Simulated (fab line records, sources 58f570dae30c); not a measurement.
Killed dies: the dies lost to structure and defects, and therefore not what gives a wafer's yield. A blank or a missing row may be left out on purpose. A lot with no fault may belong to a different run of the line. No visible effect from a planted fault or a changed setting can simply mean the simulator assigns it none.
Shared-tool check :: flow berkeley cmos170 :: 11 lots and 33 wafers in the sample

## THE REASON FOR OPENING IT
Of 11 lots, 4 have the reading PFIELD_TW flagged at UCB170_PFIELD_TW_MEAS_09. No-fault wafers: 603, standard deviation 4.8.
Rule: a lot is flagged when every wafer of it that has a number lies more than 4 standard deviations from that mean, or none has a number. As for the other lots, they are considered sound.

lot: L864
measured: day 4 01:14
on: film metro-01
PFIELD_TW, wafer by wafer: 608 606 608
flag: 

lot: L865
measured: day 4 16:41
on: film metro-01
PFIELD_TW, wafer by wafer: 605 604 606
flag: 

lot: L866
measured: day 5 02:10
on: film metro-01
PFIELD_TW, wafer by wafer: 608 608 611
flag: 

lot: L868
measured: day 5 02:18
on: film metro-01
PFIELD_TW, wafer by wafer: 607 609 608
flag: 

lot: L867
measured: day 5 02:31
on: film metro-02
PFIELD_TW, wafer by wafer: 601 600 600
flag: 

lot: L869
measured: day 6 01:20
on: film metro-01
PFIELD_TW, wafer by wafer: 604 604 606
flag: 

lot: L872
measured: day 6 11:46
on: film metro-01
PFIELD_TW, wafer by wafer: 606 605 606
flag: 

lot: L873
measured: day 6 11:59
on: film metro-04
PFIELD_TW, wafer by wafer: 1344 1352 1347
flag: FLAGGED

lot: L871
measured: day 6 12:02
on: film metro-02
PFIELD_TW, wafer by wafer: 1350 1343 1343
flag: FLAGGED

lot: L870
measured: day 6 12:11
on: film metro-04
PFIELD_TW, wafer by wafer: 1350 1349 1347
flag: FLAGGED

lot: L874
measured: day 7 05:41
on: film metro-04
PFIELD_TW, wafer by wafer: 1356 1349 1353
flag: FLAGGED
Averaged over the flagged lots the numbers come to 1349, +746 from the usual (+99 or more standard deviations).

## LOT BY LOT: THE TOOL USED
The record holds 1 process step before the reading, out of a route of 331 steps. Every cell lists first the tool, next ch and the chambers used by the sampled wafers, and last the start.
lot: L864
flag: 
UCB170_PFIELD_IMPLANT_07: implanter-03 ch 0, day 4 00:59

lot: L865
flag: 
UCB170_PFIELD_IMPLANT_07: implanter-02 ch 0, day 4 16:25

lot: L866
flag: 
UCB170_PFIELD_IMPLANT_07: implanter-03 ch 0, day 5 01:56

lot: L868
flag: 
UCB170_PFIELD_IMPLANT_07: implanter-02 ch 0, day 5 02:04

lot: L867
flag: 
UCB170_PFIELD_IMPLANT_07: implanter-01 ch 0, day 5 02:16

lot: L869
flag: 
UCB170_PFIELD_IMPLANT_07: implanter-02 ch 0, day 6 01:06

lot: L872
flag: 
UCB170_PFIELD_IMPLANT_07: implanter-01 ch 0, day 6 11:30

lot: L873
flag: FLAGGED
UCB170_PFIELD_IMPLANT_07: implanter-01 ch 0, day 6 11:45

lot: L871
flag: FLAGGED
UCB170_PFIELD_IMPLANT_07: implanter-03 ch 0, day 6 11:47

lot: L870
flag: FLAGGED
UCB170_PFIELD_IMPLANT_07: implanter-01 ch 0, day 6 11:59

lot: L874
flag: FLAGGED
UCB170_PFIELD_IMPLANT_07: implanter-03 ch 0, day 7 05:26
What the steps here do:
- UCB170_PFIELD_IMPLANT_07
- UCB170_PFIELD_TW_MEAS_09

## FLAGGED AGAINST TOTAL, ONE TOOL AT A TIME (gauges that did the reading follow at the end)
step: UCB170_PFIELD_IMPLANT_07
tool: implanter-01
lots run: 4
flagged: 2
share of the flagged lots: some
sound lots run after its first flagged lot: 0

step: UCB170_PFIELD_IMPLANT_07
tool: implanter-02
lots run: 3
flagged: 0
share of the flagged lots: none
sound lots run after its first flagged lot: -

step: UCB170_PFIELD_IMPLANT_07
tool: implanter-03
lots run: 4
flagged: 2
share of the flagged lots: some
sound lots run after its first flagged lot: 0

step: UCB170_PFIELD_TW_MEAS_09
tool: film metro-01
lots run: 6
flagged: 0
share of the flagged lots: none
sound lots run after its first flagged lot: -

step: UCB170_PFIELD_TW_MEAS_09
tool: film metro-02
lots run: 2
flagged: 1
share of the flagged lots: some
sound lots run after its first flagged lot: 0

step: UCB170_PFIELD_TW_MEAS_09
tool: film metro-04
lots run: 3
flagged: 3
share of the flagged lots: some
sound lots run after its first flagged lot: 0

## WHAT IS ALLOWED BY THE TABLE
No row of the table ran every flagged lot.

## WHAT THE SIMULATOR HAD INSERTED
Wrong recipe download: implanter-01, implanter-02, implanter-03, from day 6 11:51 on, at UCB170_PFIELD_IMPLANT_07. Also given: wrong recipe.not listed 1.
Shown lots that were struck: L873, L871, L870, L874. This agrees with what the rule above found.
